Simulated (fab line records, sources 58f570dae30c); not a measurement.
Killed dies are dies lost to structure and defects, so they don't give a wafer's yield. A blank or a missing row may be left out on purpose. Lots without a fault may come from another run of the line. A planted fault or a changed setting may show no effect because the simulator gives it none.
Problem report, 8D (eight disciplines) form, completed by code | flow berkeleyCmos170 | the parts of the form that need people (team, actions taken, sign-off) are left out

## 1. THE PROBLEM
Mean of exposureDoseMJCm2 at UCB170_NSD_EXPOSE_03: 29.75 over 3 wafers from 1 lot, against 30.00 (standard deviation 0.03) on wafers with no fault. That puts it -8.4 standard deviations away from the usual mean.
The step: exposes mask NSELECT MOD, target cd 1200 nm.
The first sign was on wafer L568.2 at day 10 17:14, on krfScanner-01. Wafers with a number at this step in the record: 15, from 5 lots. Rule for "out", or "out of limits": more than 4 standard deviations from the usual mean. The rest of the wafers with a number are treated as sound.

## 2. WHAT IT IS, WHAT IT ISN'T
question                    | is                     | is not
which readings at this step | exposureDoseMJCm2      | -
which lots                  | L568                   | L551, L555, L569, L571
which wafers of those lots  | all that have a number | -
read on which tools         | krfScanner-01          | krfScanner-02
when                        | from day 10 17:14      | up to then (6 sound wafers); but 6 sound wafers of L569, L571 came after

## 3. WHAT RULES OUT EACH SUSPECT
Counting: a tool at a process step up to the reading stays a suspect if it ran every lot that is out and no sound lot after the first of them.
- plasmaAsher-01 at UCB170_PSD_STRIP_09 (strips in O2): kept. It ran the lot that is out, L568 (day 10 16:04), and no sound lot after that; its last sound lot up to then is L555 (day 8 01:38).
- krfScanner-01 at UCB170_NSD_EXPOSE_03 (exposes mask NSELECT MOD, target cd 1200 nm): kept. It ran the lot that is out, L568 (day 10 17:14), and no sound lot after that; its last sound lot up to then is L555 (day 8 04:11). On those wafers its own readings are out: exposureDoseMJCm2.
What counting leaves: plasmaAsher-01 at UCB170_PSD_STRIP_09 and krfScanner-01 at UCB170_NSD_EXPOSE_03.

## 4. THE CAUSE (what the simulator had put in)
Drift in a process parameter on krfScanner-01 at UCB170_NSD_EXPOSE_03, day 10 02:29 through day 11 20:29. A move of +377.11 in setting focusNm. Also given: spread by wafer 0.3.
After counting, 2 suspects remain, this tool included.

## 5. THE CHAIN OF EFFECTS, in route order
One row per reading whose mean, taken over the struck wafers that have a number, lies over 3 standard deviations from the usual. Only readings for which the record gives a usual standard deviation are gone through. hours: the time from each lot's start at the first step in this table that gives one to its start at this step, as a median over the lots. sigmas: the change in usual standard deviations.
hours | step                 | reading           | usual | on struck wafers | change | sigmas
0     | UCB170_NSD_EXPOSE_03 | exposureDoseMJCm2 | 30.00 | 29.75            | -0.25  | -8.4
Here are the process steps it includes:
- UCB170_NSD_EXPOSE_03: exposes mask NSELECT MOD, target cd 1200 nm.

## 6. HOW IT WOULD HAVE BEEN CAUGHT EARLIER
The fault began at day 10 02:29; the first out-of-limits reading in this record came at day 10 17:14, 15 hours later.
